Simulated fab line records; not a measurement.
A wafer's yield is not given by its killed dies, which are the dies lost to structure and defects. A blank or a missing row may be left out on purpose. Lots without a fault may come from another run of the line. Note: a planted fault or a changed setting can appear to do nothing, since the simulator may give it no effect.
Matching of chambers -- flow berkeleyCmos170 -- UCB170_V2_CMP_02 on cmp-02 has 4 sister chambers
The step polishes SiO2. 8 wafers are shown with their chamber, then 9 later ones without.

== WAFERS, EACH WITH ITS CHAMBER ==
wafer,chamber,motorCurrentA (A),slurryFilterDpKPa (kPa)
L616.4,0,17.8,13.54
L619.1,0,17.6,13.47
L620.3,3,15.8,13.47
L622.1,1,17.2,13.59
L622.6,1,17.3,13.69
L630.1,2,17.9,13.52
L630.2,3,14.9,13.70
L630.6,2,18.1,13.68

== WAFERS MISSING THEIR CHAMBER ==
wafer,motorCurrentA (A),slurryFilterDpKPa (kPa)
L632.1,17.5,13.44
L632.5,17.0,13.53
L632.6,18.3,13.43
L636.1,15.0,13.52
L636.2,16.4,13.47
L636.5,17.9,13.46
L638.2,17.4,13.44
L638.3,15.2,13.72
L638.4,18.1,13.38

== CHAMBER TAKEN BY EACH ==
wafer,from the rows above,in truth
L632.1,can't be placed: 0 or 1 or 2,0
L632.5,can't be placed: 1 or 0 or 2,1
L632.6,can't be placed: 2 or 0 or 1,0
L636.1,3,3
L636.2,can't be placed: 1 or 3 or 0 or 2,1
L636.5,can't be placed: 0 or 2 or 1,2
L638.2,can't be placed: 0 or 1 or 2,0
L638.3,3,3
L638.4,can't be placed: 0 or 2 or 1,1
Correctly placed: 2 of 9. Not placeable from these rows: 7 (in 7, the candidates include the true chamber). Number placed wrongly: 0.
How it was worked out, from the rows above alone: a wafer's distance from a chamber is the root of the sum, over the readings, of the square of ((its reading less the chamber's mean) divided by the reading's scatter). If the next closest chamber is less than 2 further off than the closest, the wafer can't be placed; otherwise it belongs to the closest. Each chamber's mean is taken over the wafers shown for it. The scatter is the square root of a quotient: the sum, over the shown wafers, of each reading's squared deviation from its chamber's mean, divided by wafers minus chambers.
